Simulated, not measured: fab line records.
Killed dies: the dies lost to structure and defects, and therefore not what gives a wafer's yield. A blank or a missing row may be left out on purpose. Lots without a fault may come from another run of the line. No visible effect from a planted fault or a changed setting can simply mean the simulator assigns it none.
A struck lot beside a sound one :: flow ritCmos :: 20 out of 202 route steps
Sound: wafers L159.2, L159.3, L159.4. Wafers L162.2, L162.3, L162.4 were the ones struck. At the end, the cause is stated.
Per side, at each step with rows, come the tool, then ch with its chambers, and then its first start. Under that, the readings that differ: sound wafers :: struck wafers :: difference of the means :: sigmas: that difference in standard deviations of wafers without a fault.
alike: words and numbers the same on both sides, and readings whose means are apart by under 2 such deviations; not compared: readings that were withheld, readings missing a value for some wafer, numbers with overlapping values and no deviation given by the record, and bounds like >300 which may hide the same value.
The two part at a step that has a row with sigmas, a row that says differs or no value, or rows on one side only. Numbers that have no deviation but don't overlap get no sigmas and don't part them. Lack of a reading on every wafer of one side parts them only where that side has two or more wafers.

RIT_PLDD_TW_MEAS_10:
  sound on filmMetro-02 at day 4 21:27; struck on filmMetro-01 at day 5 16:58
  alike: PLDD_TW
then, 4 steps without rows for these wafers: RIT_SPACER_CLEAN_00 (cleans in SC1, time 600 s); RIT_SPACER_CLEAN_01 (cleans in dHF, time 30 s); RIT_SPACER_CLEAN_02 (cleans in SC2, time 600 s); RIT_SPACER_CVD_03 (deposits Si3N4 from SiH2Cl2/NH3, target thk 250 nm, time 3300 s).
RIT_SPACER_THK_MEAS_04:
  sound on filmMetro-04 at day 4 23:49; struck on filmMetro-02 at day 5 19:19
  alike: SPACER_NITRIDE_THK
RIT_SPACER_ETCHBACK_05: etches Si3N4 in SF6/CHF3, stops on SiO2, target depth 250 nm, time 240 s.
  sound on rieDiel-03 ch 1,2,3, day 4 23:52; struck on rieDiel-03 ch 0,1,3, day 5 19:22
  alike: drypumpMotorCurrentA, oesProductAu, throttleValvePct
  not compared: rfHoursCounterH
then, 5 steps without rows for these wafers: RIT_NSD_HMDS_00 (prime time 60 s); RIT_NSD_COAT_01 (resist thk 1000 nm); RIT_NSD_SOFTBAKE_02 (time 60 s); RIT_NSD_EXPOSE_03 (exposes mask M9, target cd 40700 nm); RIT_NSD_PEB_04.
RIT_NSD_DEVELOP_05: develop time 50 s.
  sound on lithoTrack-04 ch 0, day 5 00:00; struck on lithoTrack-03 ch 0, day 5 20:00
  alike: chillPlateTempC
RIT_NSD_OVL_MEAS_06:
  sound on overlay-02 at day 5 00:52; struck on overlay-01 at day 5 20:22
  alike: NSD_OVL
then, 2 steps without rows for these wafers: RIT_NSD_HARDBAKE_07 (time 60 s); RIT_NSD_IMPLANT_08.
RIT_NSD_STRIP_09: strips in O2, time 180 s.
  sound on plasmaAsher-03 ch 0,1, day 5 01:11; struck on plasmaAsher-03 ch 0,1, day 5 20:42
  alike: drypumpMotorCurrentA
  not compared: rfHoursCounterH
RIT_NSD_TW_MEAS_10:
  sound on filmMetro-02 at day 5 01:23; struck on filmMetro-02 at day 5 20:53
reading: NSD_TW
sound: 3115 3128 3116
struck: 30 30 30
difference: -3090
sigmas: -99 or more
then, 1 step without rows for these wafers: RIT_PSD_HMDS_00 (prime time 60 s).
RIT_M1_PROBE_99:
  sound on prober-02 at day 5 10:41; struck on prober-01 at day 6 06:54
reading: killed_at_M0_to_M3
sound: 0 0 0
struck: 0 0 1
difference: +0
sigmas: +3

reading: killedAtFrontEnd
sound: 6 10 13
struck: 264 264 263
difference: +254
sigmas: +88

reading: killedDies
sound: 6 10 13
struck: 264 264 264
difference: +254
sigmas: +85

reading: killedOnRim
sound: 2 2 3
struck: 70 70 70
difference: +68
sigmas: +48
  alike: killedOpen, killedShort

## WHERE THEY PART
At RIT_NSD_TW_MEAS_10 first; at RIT_M1_PROBE_99 last (within this record only).

WHY: whatever the simulator had introduced
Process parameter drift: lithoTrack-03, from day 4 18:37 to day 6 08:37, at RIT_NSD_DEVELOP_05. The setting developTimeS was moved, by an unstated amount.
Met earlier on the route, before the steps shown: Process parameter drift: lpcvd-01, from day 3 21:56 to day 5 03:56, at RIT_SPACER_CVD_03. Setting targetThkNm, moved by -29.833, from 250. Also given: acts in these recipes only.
